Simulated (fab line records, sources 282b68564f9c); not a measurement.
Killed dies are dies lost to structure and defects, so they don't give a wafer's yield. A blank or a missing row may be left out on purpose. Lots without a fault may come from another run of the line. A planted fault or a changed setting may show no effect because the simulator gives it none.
One fault seen from 2 desks | flow rit_cmos | each desk has only its own numbers; what lay behind them comes last

THE METROLOGY DESK
What the gauges read, lot by lot, whatever tool the lot ran on: means of the sampled wafers that have a number. A lot is out of limits, marked OUT, if its mean lies more than 4 standard deviations from the usual mean; the brackets give that distance.
Columns: A = NSD_TW at RIT_NSD_TW_MEAS_10, usual 3110; B = NSD_RS at RIT_SDANNEAL_RS_MEAS_05, usual 84.60 ohm/sq
lot  | first seen here | A               | B
L238 | day 3 12:26     | 3102            | 84.78
L239 | day 3 14:33     | 3090            | 84.48
L240 | day 3 19:02     | 3165            | 84.73
L243 | day 4 08:39     | 3151            | 84.47
L241 | day 4 08:57     | 3102            | 84.48
L244 | day 4 13:35     | 3144            | 84.66
L245 | day 4 18:31     | 3102            | 84.86
L247 | day 5 03:17     | 3143            | 84.17
L249 | day 5 13:52     | 3107            | 84.46
L251 | day 5 23:36     | 3082            | 84.44
L253 | day 6 10:50     | 3099            | 84.43
L255 | day 7 03:04     | 3152            | 78.89 (-22) OUT
L256 | day 7 10:00     | 3217 (+4.3) OUT | 78.85 (-22) OUT
L259 | day 8 05:44     | 3102            | 84.44
This desk's finding: out of limits on L255, L256; first on L255, day 7 05:05 (NSD_RS at RIT_SDANNEAL_RS_MEAS_05). In limits: L238, L239, L240, L243, L241, L244, L245, L247, L249, L251, L253, L259.

THE TOOL OWNER'S DESK: implanter-01
The tool's own readings at RIT_NSD_IMPLANT_08: means of the sampled wafers that have a number, for each lot that ran on this tool. A lot is out of limits, marked OUT, if its mean lies more than 4 standard deviations from the usual mean; the brackets give that distance.
Columns: A = dose_ions_cm2 at RIT_NSD_IMPLANT_08, usual 1e+15; B = end_station_pressure_torr at RIT_NSD_IMPLANT_08, usual 7.5e-06 Torr; C = faraday_current_uA at RIT_NSD_IMPLANT_08, usual 3130
lot  | first seen here | A               | B       | C
L245 | day 4 18:13     | 1e+15           | 7.9e-06 | 3110
L247 | day 5 02:58     | 1e+15           | 7.2e-06 | 3074
L249 | day 5 13:34     | 1e+15           | 7.4e-06 | 3166
L251 | day 5 23:17     | 1e+15           | 7.2e-06 | 3145
L255 | day 7 02:44     | 1e+15 (+88) OUT | 8.0e-06 | 3461 (+5.7) OUT
L256 | day 7 09:40     | 1e+15 (+88) OUT | 8.1e-06 | 3426 (+5.1) OUT
This desk's finding: out of limits on L255, L256; first on L255, day 7 02:44 (dose_ions_cm2 at RIT_NSD_IMPLANT_08). In limits: L245, L247, L249, L251.

PUT TOGETHER
The tool owner's desk could have raised an alarm at day 7 02:44, on L255, L256.
The metrology desk could have raised an alarm at day 7 05:05, on L255, L256.
Of the lots named, all ran RIT_NSD_IMPLANT_08 on implanter-01.

WHAT THE SIMULATOR HAD PUT IN
Process parameter drift: implanter-01, from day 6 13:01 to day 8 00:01, at RIT_NSD_IMPLANT_08. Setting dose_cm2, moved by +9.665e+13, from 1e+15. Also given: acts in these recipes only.
Lots struck among those shown: L255, L256.
Hours from the fault's start to each desk's first reading out of limits: the tool owner's desk, 14; the metrology desk, 16.
